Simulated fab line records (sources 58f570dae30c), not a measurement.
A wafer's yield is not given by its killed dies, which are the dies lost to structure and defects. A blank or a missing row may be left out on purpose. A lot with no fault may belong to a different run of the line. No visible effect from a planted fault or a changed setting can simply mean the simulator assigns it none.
A single fault, viewed from 2 desks -- flow berkeleyCmos170 -- each desk has only its own numbers; what lay behind them comes last

AT THE METROLOGY DESK
What the gauges read for every lot (on any tool): the sampled wafers with a number, averaged. Any lot whose mean is over 4 standard deviations away from the usual mean is out of limits and marked OUT; that distance is given in the brackets.
Columns: A = V2_TEOS_THK at UCB170_V2_THK_MEAS_01, usual 1997 nm; B = cdNm at UCB170_V2_CD_MEAS_12, usual 700.1 nm
lot,first seen here,A,B
L186,day 7 06:19,1994,702.0
L187,day 7 06:52,1987,700.8
L185,day 7 07:36,1987,701.1
L191,day 8 07:58,2017,699.5
L197,day 9 10:47,1927,711.9 (+8.4) OUT
L200,day 10 11:19,2014,699.2
L198,day 10 11:35,1919,704.6
L202,day 10 11:36,1984,701.6
L199,day 10 11:49,2005,698.6
L203,day 11 10:23,2025,698.9
L207,day 12 06:15,1999,700.2
L206,day 12 06:35,1997,701.5
L208,day 12 06:42,2031,701.8
This desk's verdict: out of limits on L197, starting with L197 at day 9 12:32 (cdNm at UCB170_V2_CD_MEAS_12). L186, L187, L185, L191, L200, L198, L202, L199, L203, L207, L206, L208 stayed within limits.

TOOL OWNER'S DESK, pecvd-01
The tool's own readings at UCB170_V2_CVD_00 (deposits SiO2 from TEOS/O2, target thk 2000 nm, time 250 s): means of the sampled wafers that have a number, for each lot that ran on this tool. Any lot whose mean is over 4 standard deviations away from the usual mean is out of limits and marked OUT; that distance is given in the brackets.
Columns: A = heaterPowerW at UCB170_V2_CVD_00, usual 267 W; B = pressureMtorr at UCB170_V2_CVD_00, usual 9000 mTorr; C = rfFwdPowerW at UCB170_V2_CVD_00, usual 548.7 W
lot,first seen here,A,B,C
L187,day 7 06:43,235,9005,547.6
L197,day 9 10:37,247,9000,481.6 (-39) OUT
L198,day 10 11:25,250,8995,482.0 (-39) OUT
This desk's verdict: out of limits on L197, L198, starting with L197 at day 9 10:37 (rfFwdPowerW at UCB170_V2_CVD_00). L187 stayed within limits.

TAKEN TOGETHER
At day 9 10:37, on L197, L198, the tool owner's desk was in a position to raise an alarm.
On L197, the metrology desk was in a position to raise an alarm at day 9 12:32.
The metrology desk has L198 on record, within its limits.
All the named lots went through UCB170_V2_CVD_00 on pecvd-01.

WHAT WAS PUT IN BY THE SIMULATOR
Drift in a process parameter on pecvd-01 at UCB170_V2_CVD_00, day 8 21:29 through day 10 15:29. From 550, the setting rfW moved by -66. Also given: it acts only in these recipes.
Lots struck among those shown: L197, L198.
Counting hours from when the fault started, the first reading out of limits came at 13 for the tool owner's desk and at 15 for the metrology desk.
